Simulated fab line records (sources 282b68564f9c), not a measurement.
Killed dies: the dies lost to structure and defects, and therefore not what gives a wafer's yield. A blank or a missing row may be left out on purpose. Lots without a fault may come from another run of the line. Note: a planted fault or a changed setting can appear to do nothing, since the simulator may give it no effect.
One fault through the eyes of 2 desks    flow rit-cmos    only its own numbers are on each desk; what lay behind them is given at the end

## AT THE METROLOGY DESK
Lot by lot, what the gauges showed, no matter which tool ran the lot: averages of those sampled wafers that carry a number. Any lot whose mean is over 4 standard deviations away from the usual mean is out of limits and marked OUT; that distance is given in the brackets.
Columns: A = PSD_RS at RIT_SDANNEAL_RS_MEAS_04, usual 115.9 ohm/sq
lot   first seen here  A
L162  day 3 09:29      115.5
L163  day 3 14:59      115.2
L166  day 4 06:09      115.7
L167  day 4 08:37      116.3
L168  day 4 13:04      116.2
L171  day 5 06:35      115.6
L173  day 5 15:40      115.8
L176  day 6 04:57      116.0
L178  day 6 15:52      116.0
L183  day 7 14:14      115.6
L184  day 7 20:41      115.7
L185  day 8 01:49      115.7
Finding of this desk: none of the 12 lots has anything out of limits.

## FOR THE TOOL OWNER'S DESK: implanter-03
For each lot that ran on this tool, the mean over its sampled wafers that have a number, from the tool's own readings at RIT_PSD_IMPLANT_08. Any lot whose mean is over 4 standard deviations away from the usual mean is out of limits and marked OUT; that distance is given in the brackets.
Columns: A = faraday-current-uA at RIT_PSD_IMPLANT_08, usual 11763
lot   first seen here  A
L163  day 3 14:10      11852
L166  day 4 05:20      11760
L171  day 5 05:41      11693
L173  day 5 14:52      11667
L174  day 5 18:02      12031
L177  day 6 09:01      11780
L179  day 6 16:12      11715
Finding of this desk: none of the 7 lots has anything out of limits.

## ALL TOGETHER
At the metrology desk, nothing out of limits was observed.
The tool owner's desk saw nothing out of limits.

## WHAT THE SIMULATOR HAD INSERTED
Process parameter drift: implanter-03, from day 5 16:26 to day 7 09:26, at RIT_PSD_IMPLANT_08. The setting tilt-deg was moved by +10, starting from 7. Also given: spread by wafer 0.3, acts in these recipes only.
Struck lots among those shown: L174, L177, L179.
